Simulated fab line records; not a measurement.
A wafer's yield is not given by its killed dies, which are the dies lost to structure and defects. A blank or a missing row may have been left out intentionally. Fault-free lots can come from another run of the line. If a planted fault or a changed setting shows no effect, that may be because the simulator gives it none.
fab line records    flow berkeleyCmos170
record lots=14  wafers=42  lastDay=13
route steps=331 shown M2@289
lots with no fault: from the same line, run without faults
startH: hours from the record's opening day to when the first of the lot's shown wafers began    waitH: time in hours since the lot's previous step    " identical to the entry in the row above    L1.1+2: a single row standing in for several wafers    - no value, or no start was given    * or withheld: withheld    < > ~ a bound
route shown NAME@n: a module of which the file shows steps, and the number in the route of the first    usual: mean/standard deviation of fault-free wafers    same: alike in all rows    chamber/n: place in a boat    sites: readings site by site    _std_site: standard deviation across them    _edge_site: outer sites' mean less inner sites'    radiusMm: how far each site lies from the wafer's centre    mask NAME#n: copy n    behind: tool/chamber where the wafer was last shaped    hold: why the lot was held/for how many hours/how that ended    device: the transistor (n, p or np) that didn't switch    end of line: tests of these same wafers at the route's end    a step given without rows: its recipe and nothing more    killed: dies that structure and defects cost at the first sort, which is not the same as the wafer's yield    map: shows each die of a wafer: x if killed, . if not, _ if none is there
set.NAME: the setting the step ran with; set.NAME@STEP: the setting that earlier step ran with    model.NAME: the simulator's own value behind a step, which no gauge read
a sample of lots followed through the steps of the route, with each step as a table and each wafer as a row
services: the hour from which a tool's chamber was out of use, counted from the record's first day as startH (under 0 if before that day), plus the number of hours and why
## steps
# step UCB170_M2_METAL_ETCH_18
# recipe chemistry=Cl2/BCl3  target=Al  stopOn=SiO2  pressureMtorr=12  targetDepthA=11700  overEtchFrac=0.3  timeS=195  icpW=600  biasW=120  Cl2_flow_sccm=90  bcl3FlowSccm=45
# usual bcl3FlowSccm=44.99/0.12  drypumpMotorCurrentA=5.5/0.6  oesProductAu=0.856/0.015  runLengthS=223.0/0.33  throttleValvePct=24.43/0.28
lot.wafer  tool         chamber  startH  waitH  bcl3FlowSccm  drypumpMotorCurrentA  oesProductAu  rfHoursCounterH  runLengthS  throttleValvePct
L710.2     rieMetal-03  1        203.86  -      45.10         4.9                   0.847         6                222.9       24.24
L710.3     "            0        "       "      45.01         5.8                   0.865         -                223.2       24.77
L710.6     "            1        "       "      45.08         4.9                   0.832         -                222.6       24.24
L709.1     rieMetal-02  1        205.45  -      45.11         5.3                   0.872         0                223.2       24.06
L709.3     "            1        "       "      44.96         5.3                   0.863         -                223.3       24.05
L709.5     "            1        "       "      45.00         5.3                   0.862         -                223.0       24.05
L711.2     rieMetal-01  1        206.83  -      44.98         6.6                   0.843         4                223.4       24.40
L711.3     "            1        "       "      44.86         6.7                   0.844         -                223.5       24.38
L711.4     "            0        "       "      45.13         5.5                   0.865         -                223.0       24.83
L716.3     rieMetal-02  1        244.99  -      45.01         5.3                   0.855         -                223.3       24.06
L716.5     "            0        "       "      45.12         4.8                   0.831         -                222.6       24.31
L716.6     "            1        "       "      45.01         5.3                   0.855         -                223.1       24.08
L717.1     rieMetal-03  0        245.53  -      45.00         5.8                   1.001         4                143.1       24.72
L717.4     "            0        "       "      44.94         5.8                   1.006         -                143.4       24.71
L717.5     "            0        "       "      44.99         5.8                   1.006         -                143.1       24.70
L723.2     rieMetal-01  1        268.21  -      44.98         6.6                   0.855         6                223.4       24.40
L723.3     "            1        "       "      44.64         6.6                   0.852         -                223.0       24.39
L723.4     "            0        "       "      44.85         5.5                   0.872         -                222.9       24.81
L720.2     rieMetal-03  0        268.60  -      44.97         5.8                   0.994         5                142.8       24.72
L720.3     "            1        "       "      45.15         4.9                   0.834         -                222.8       24.25
L720.6     "            1        "       "      45.14         4.9                   0.834         -                222.4       24.25
L721.1     rieMetal-01  0        268.76  -      45.11         5.5                   0.867         12               223.1       24.82
L721.4     "            1        "       "      45.00         6.6                   0.847         -                223.8       24.38
L721.6     "            0        "       "      45.27         5.5                   0.870         -                222.9       24.81
L725.2     rieMetal-02  1        275.30  -      44.83         5.3                   0.853         2                223.0       24.06
L725.5     "            1        "       "      45.05         5.3                   0.864         -                223.5       24.07
L725.6     "            0        "       "      45.19         4.8                   0.845         -                222.9       24.31
L726.1     rieMetal-02  1        287.09  -      44.89         5.3                   0.862         2                223.4       24.08
L726.2     "            0        "       "      44.93         4.8                   0.845         10               222.7       24.32
L726.3     "            1        "       "      45.04         5.3                   0.862         -                223.1       24.06
L730.2     rieMetal-01  1        293.75  -      44.85         6.6                   0.840         7                223.1       24.39
L730.3     "            0        "       "      44.81         5.5                   0.862         -                223.2       24.82
L730.4     "            1        "       "      45.13         6.7                   0.848         -                223.6       24.38
L728.1     rieMetal-02  1        295.35  -      44.98         5.3                   0.860         3                223.4       24.04
L728.3     "            1        "       "      44.91         5.3                   0.870         -                223.3       24.06
L728.4     "            1        "       "      44.81         5.3                   0.878         -                223.0       24.06
L729.1     rieMetal-01  0        295.84  -      44.90         5.5                   0.874         13               223.1       24.81
L729.4     "            0        "       "      44.93         5.5                   0.871         -                222.9       24.81
L729.6     "            1        "       "      44.94         6.6                   0.858         -                223.2       24.40
L731.1     rieMetal-02  1        316.14  -      44.85         5.3                   0.854         3                223.7       24.06
L731.2     "            0        "       "      44.95         4.8                   0.844         10               222.6       24.32
L731.4     "            0        "       "      45.04         4.8                   0.833         -                222.7       24.31
# step UCB170_M2_STRIP_19
# recipe chemistry=O2  powerW=400  pressureMtorr=3500  platenTempC=withheld  o2FlowSccm=400  overashFraction=0.5
# usual drypumpMotorCurrentA=5.6/0.37  oesProductAu=0.542/0.022
lot.wafer  tool            chamber  startH  waitH  drypumpMotorCurrentA  oesProductAu  rfHoursCounterH
L710.2     plasmaAsher-03  1        204.05  0.1    5.6                   0.507         46
L710.3     "               0        "       "      5.1                   0.566         -
L710.6     "               0        "       "      5.1                   0.510         -
L709.1     plasmaAsher-03  1        205.64  0.1    5.6                   0.565         46
L709.3     "               1        "       "      5.6                   0.554         -
L709.5     "               1        "       "      5.6                   0.561         -
L711.2     plasmaAsher-03  0        207.02  0.1    5.1                   0.559         46
L711.3     "               1        "       "      5.5                   0.553         -
L711.4     "               0        "       "      5.1                   0.526         -
L716.3     plasmaAsher-03  0        245.15  0.1    5.1                   0.562         -
L716.5     "               1        "       "      5.6                   0.554         -
L716.6     "               0        "       "      5.1                   0.557         -
L717.1     plasmaAsher-04  1        245.72  0.1    5.9                   0.720         12
L717.4     "               0        "       "      5.9                   0.722         -
L717.5     "               0        "       "      5.9                   0.724         -
L723.2     plasmaAsher-04  1        268.39  0.1    5.8                   0.541         15
L723.3     "               1        "       "      5.9                   0.554         -
L723.4     "               0        "       "      5.9                   0.517         -
L720.2     plasmaAsher-03  1        268.79  0.1    5.6                   0.726         53
L720.3     "               1        "       "      5.6                   0.520         -
L720.6     "               0        "       "      5.1                   0.506         -
L721.1     plasmaAsher-04  1        268.94  0.1    5.9                   0.538         15
L721.4     "               1        "       "      5.9                   0.556         -
L721.6     "               1        "       "      5.9                   0.523         -
L725.2     plasmaAsher-02  0        275.48  0.1    6.4                   0.557         50
L725.5     "               1        "       "      5.2                   0.555         -
L725.6     "               0        "       "      6.5                   0.535         -
L726.1     plasmaAsher-03  0        287.28  0.1    5.1                   0.551         56
L726.2     "               1        "       "      5.6                   0.559         56
L726.3     "               0        "       "      5.1                   0.551         -
L730.2     plasmaAsher-02  0        293.93  0.1    6.4                   0.558         52
L730.3     "               1        "       "      5.2                   0.525         -
L730.4     "               0        "       "      6.5                   0.557         -
L728.1     plasmaAsher-03  1        295.73  0.3    5.6                   0.547         57
L728.3     "               0        "       "      5.1                   0.546         -
L728.4     "               1        "       "      5.6                   0.555         -
L729.1     plasmaAsher-03  0        296.02  0.1    5.1                   0.522         57
L729.4     "               1        "       "      5.6                   0.519         -
L729.6     "               1        "       "      5.6                   0.548         -
L731.1     plasmaAsher-03  1        316.32  0.1    5.5                   0.551         59
L731.2     "               0        "       "      5.1                   0.552         59
L731.4     "               0        "       "      5.1                   0.540         -
# step UCB170_M2_CD_MEAS_90
# recipe targetCdNm=700
# usual cdNm=702/3.7
lot.wafer  tool      chamber  startH  waitH  hold                     cdNm
L710.2     cdSem-01  -        204.17  0.1    -                        697
L710.3     "         -        "       "      -                        709
L710.6     "         -        "       "      -                        699
L709.1     cdSem-02  -        205.74  0.1    -                        700
L709.3     "         -        "       "      -                        698
L709.5     "         -        "       "      -                        699
L711.2     cdSem-01  -        207.14  0.1    -                        703
L711.3     "         -        "       "      -                        699
L711.4     "         -        "       "      -                        702
L716.3     cdSem-02  -        245.26  0.1    -                        704
L716.5     "         -        "       "      -                        702
L716.6     "         -        "       "      -                        706
L717.1     cdSem-02  -        245.82  0.1    awaitDispo/0.2h/release  724
L717.4     "         -        "       "      awaitDispo/0.2h/release  722
L717.5     "         -        "       "      awaitDispo/0.2h/release  723
L717.1     cdSem-02  -        246.18  0.3    -                        724
L717.4     "         -        "       "      -                        722
L717.5     "         -        "       "      -                        723
L723.2     cdSem-01  -        268.54  0.1    -                        702
L723.3     "         -        "       "      -                        706
L723.4     "         -        "       "      -                        701
L720.2     cdSem-02  -        268.94  0.1    awaitDispo/0.2h/release  726
L720.3     "         -        "       "      awaitDispo/0.2h/release  700
L720.6     "         -        "       "      awaitDispo/0.2h/release  698
L720.2     cdSem-02  -        269.22  0.3    -                        726
L720.3     "         -        "       "      -                        700
L720.6     "         -        "       "      -                        698
L721.1     cdSem-02  -        269.04  0.1    -                        698
L721.4     "         -        "       "      -                        706
L721.6     "         -        "       "      -                        702
L725.2     cdSem-01  -        275.60  0.1    -                        701
L725.5     "         -        "       "      -                        700
L725.6     "         -        "       "      -                        696
L726.1     cdSem-02  -        287.38  0.1    -                        701
L726.2     "         -        "       "      -                        697
L726.3     "         -        "       "      -                        701
L730.2     cdSem-02  -        294.05  0.1    -                        703
L730.3     "         -        "       "      -                        700
L730.4     "         -        "       "      -                        698
L728.1     cdSem-02  -        295.83  0.1    -                        700
L728.3     "         -        "       "      -                        700
L728.4     "         -        "       "      -                        699
L729.1     cdSem-02  -        296.19  0.1    -                        705
L729.4     "         -        "       "      -                        705
L729.6     "         -        "       "      -                        706
L731.1     cdSem-02  -        316.42  0.1    -                        703
L731.2     "         -        "       "      -                        702
L731.4     "         -        "       "      -                        704
## services
tool            chamber  startH  hours  kind
plasmaAsher-03  -        211.06  1.3    repair
rieMetal-02     0        219.02  3.9    repair
rieMetal-01     0        256.22  9.3    repair
rieMetal-02     0        289.61  8.4    repair
rieMetal-02     -        311.98  2.8    pm
rieMetal-01     1        312.04  10.5   repair
## key
firstSign step=UCB170_M2_METAL_ETCH_18  reading=runLengthS  direction=down  sigmas=99+  usual=*  struck=*
effect step=UCB170_M2_METAL_ETCH_18  reading=oesProductAu  direction=up  sigmas=9.8  usual=0.856  struck=1.001
effect step=UCB170_M2_STRIP_19  reading=oesProductAu  direction=up  sigmas=8.2  usual=0.542  struck=0.723
effect step=UCB170_M2_CD_MEAS_90  reading=visit  direction=added
effect step=UCB170_M2_CD_MEAS_90  reading=cdNm  direction=up  sigmas=5.9  usual=702  struck=724
moreKillsBornAt UCB170_M2_METAL_ETCH_18@rieMetal-03=258
metAt UCB170_M2_METAL_ETCH_18
struckLots L717,L720
struckWafers L717.1,L717.4,L717.5,L720.2
laterRowsLeftOut L717.1,L717.4,L717.5,L720.2
sortLeftOut L717.1,L717.4,L717.5
onsetBetween 203.86 245.53
fault kind=processParameterDrift  tool=rieMetal-03  chamber=0  onsetH=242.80  steps=UCB170_M2_METAL_ETCH_18  channel=timeS  offset=*  shape=step  endH=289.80  actsIn=*  stated=*
# sortLeftOut: the simulated sort isn't trusted on such a fault, so these wafers' sort isn't shown, and their yield isn't known
# laterRowsLeftOut: the simulator's readings of these wafers behind a module that went badly wrong aren't trusted and aren't shown, but for the sort
